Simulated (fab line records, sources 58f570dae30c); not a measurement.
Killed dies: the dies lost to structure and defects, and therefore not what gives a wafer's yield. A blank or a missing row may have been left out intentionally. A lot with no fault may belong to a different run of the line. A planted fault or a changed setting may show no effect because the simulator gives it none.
Which of the tools did it? / flow berkeley-cmos170 / 42 wafers from 14 lots sampled at 2 of the route's 331 steps

WHAT THE GAUGES SHOWED, per wafer
UCB170_NSD_CD_MEAS_06: the cd target is 1200 nm.
lot=L407; measured=day 6 18:16; on=cd-sem-02; cd-nm (nm)=1198.3 1197.0 1198.3
lot=L409; measured=day 6 18:38; on=cd-sem-02; cd-nm (nm)=1199.3 1199.8 1198.7
lot=L408; measured=day 6 19:17; on=cd-sem-02; cd-nm (nm)=1199.1 1200.0 1199.3
lot=L411; measured=day 7 03:05; on=cd-sem-02; cd-nm (nm)=1200.9 1199.8 1200.6
lot=L414; measured=day 7 16:47; on=cd-sem-02; cd-nm (nm)=1202.0 1202.0 1204.0
lot=L420; measured=day 8 09:41; on=cd-sem-01; cd-nm (nm)=1202.1 1202.1 1201.8
lot=L415; measured=day 8 09:55; on=cd-sem-02; cd-nm (nm)=1199.5 1201.3 1199.4
lot=L417; measured=day 8 10:09; on=cd-sem-01; cd-nm (nm)=1199.8 1199.8 1200.2
lot=L421; measured=day 9 07:12; on=cd-sem-01; cd-nm (nm)=1202.6 1200.8 1201.8
lot=L423; measured=day 9 07:21; on=cd-sem-02; cd-nm (nm)=1201.7 1200.8 1200.5
lot=L424; measured=day 9 18:57; on=cd-sem-02; cd-nm (nm)=1200.2 1202.7 1201.8
lot=L426; measured=day 10 10:25; on=cd-sem-01; cd-nm (nm)=1198.7 1199.5 1200.1
lot=L425; measured=day 10 10:46; on=cd-sem-02; cd-nm (nm)=1201.9 1200.9 1200.6
lot=L428; measured=day 11 09:29; on=cd-sem-02; cd-nm (nm)=1199.5 1199.9 1198.7

WHICH TOOL RAN EACH LOT (tool, then ch and the chambers of the sampled wafers, then the start)
lot=L407; UCB170_PSD_STRIP_09=plasma-asher-04 ch 0,1, day 6 16:45
lot=L409; UCB170_PSD_STRIP_09=plasma-asher-01 ch 0,1, day 6 17:05
lot=L408; UCB170_PSD_STRIP_09=plasma-asher-04 ch 0,1, day 6 17:34
lot=L411; UCB170_PSD_STRIP_09=plasma-asher-03 ch 0,1, day 7 00:51
lot=L414; UCB170_PSD_STRIP_09=plasma-asher-01 ch 0,1, day 7 15:25
lot=L420; UCB170_PSD_STRIP_09=plasma-asher-01 ch 0,1, day 8 07:58
lot=L415; UCB170_PSD_STRIP_09=plasma-asher-03 ch 0,1, day 8 08:05
lot=L417; UCB170_PSD_STRIP_09=plasma-asher-01 ch 0,1, day 8 08:18
lot=L421; UCB170_PSD_STRIP_09=plasma-asher-03 ch 0,1, day 9 05:59
lot=L423; UCB170_PSD_STRIP_09=plasma-asher-01 ch 0,1, day 9 06:09
lot=L424; UCB170_PSD_STRIP_09=plasma-asher-01 ch 0, day 9 17:38
lot=L426; UCB170_PSD_STRIP_09=plasma-asher-04 ch 0,1, day 10 09:03
lot=L425; UCB170_PSD_STRIP_09=plasma-asher-01 ch 0,1, day 10 09:22
lot=L428; UCB170_PSD_STRIP_09=plasma-asher-04 ch 0,1, day 11 07:22
- UCB170_PSD_STRIP_09: strips in O2.

AS READ BY THE TOOLS THEMSELVES (means over the sampled wafers that have a number; for cases with no such wafer, the mark the record gives instead)
UCB170_PSD_STRIP_09.
lot=L407; tool=plasma-asher-04; drypump-motor-current-A (A)=5.94; oes-product-au (a.u.)=0.600; strip-time-to-endpoint-s (s)=29.44
lot=L409; tool=plasma-asher-01; drypump-motor-current-A (A)=5.56; oes-product-au (a.u.)=0.601; strip-time-to-endpoint-s (s)=29.54
lot=L408; tool=plasma-asher-04; drypump-motor-current-A (A)=5.94; oes-product-au (a.u.)=0.599; strip-time-to-endpoint-s (s)=29.50
lot=L411; tool=plasma-asher-03; drypump-motor-current-A (A)=5.92; oes-product-au (a.u.)=0.599; strip-time-to-endpoint-s (s)=29.54
lot=L414; tool=plasma-asher-01; drypump-motor-current-A (A)=5.57; oes-product-au (a.u.)=0.598; strip-time-to-endpoint-s (s)=29.43
lot=L420; tool=plasma-asher-01; drypump-motor-current-A (A)=5.55; oes-product-au (a.u.)=0.600; strip-time-to-endpoint-s (s)=29.54
lot=L415; tool=plasma-asher-03; drypump-motor-current-A (A)=5.83; oes-product-au (a.u.)=0.603; strip-time-to-endpoint-s (s)=29.49
lot=L417; tool=plasma-asher-01; drypump-motor-current-A (A)=5.53; oes-product-au (a.u.)=0.600; strip-time-to-endpoint-s (s)=29.36
lot=L421; tool=plasma-asher-03; drypump-motor-current-A (A)=5.91; oes-product-au (a.u.)=0.605; strip-time-to-endpoint-s (s)=29.47
lot=L423; tool=plasma-asher-01; drypump-motor-current-A (A)=5.56; oes-product-au (a.u.)=0.607; strip-time-to-endpoint-s (s)=29.49
lot=L424; tool=plasma-asher-01; drypump-motor-current-A (A)=5.50; oes-product-au (a.u.)=0.602; strip-time-to-endpoint-s (s)=29.42
lot=L426; tool=plasma-asher-04; drypump-motor-current-A (A)=5.94; oes-product-au (a.u.)=0.600; strip-time-to-endpoint-s (s)=29.34
lot=L425; tool=plasma-asher-01; drypump-motor-current-A (A)=5.54; oes-product-au (a.u.)=0.605; strip-time-to-endpoint-s (s)=29.39
lot=L428; tool=plasma-asher-04; drypump-motor-current-A (A)=5.94; oes-product-au (a.u.)=0.601; strip-time-to-endpoint-s (s)=29.47

THE ANSWER, worked out from the rows above alone
Rule: the lots themselves supply what counts as usual. The widest of any qualifying gaps counts: lots, ordered by their means at a reading, are off when they make up no more than a third of the lots, leave a main group of 4 or more, and stand apart from it by 3 or more times the standard deviation of that group's means. A main group is skipped when, at the precision printed for the reading in the tables above, its means are all equal. Also off: a lot with no number at a reading for which 4 or more lots have one. All remaining lots with rows at the step are treated as sound. After the gauges, taken in route order, come the tools' own readings; for these a lot's mean is taken, as printed above. At the first step where some lot is off, the reading lying furthest off is the one used; lots without a number count as furthest.
None of the lots is off at any reading shown; this tells nothing.

WHAT WAS PUT IN BY THE SIMULATOR
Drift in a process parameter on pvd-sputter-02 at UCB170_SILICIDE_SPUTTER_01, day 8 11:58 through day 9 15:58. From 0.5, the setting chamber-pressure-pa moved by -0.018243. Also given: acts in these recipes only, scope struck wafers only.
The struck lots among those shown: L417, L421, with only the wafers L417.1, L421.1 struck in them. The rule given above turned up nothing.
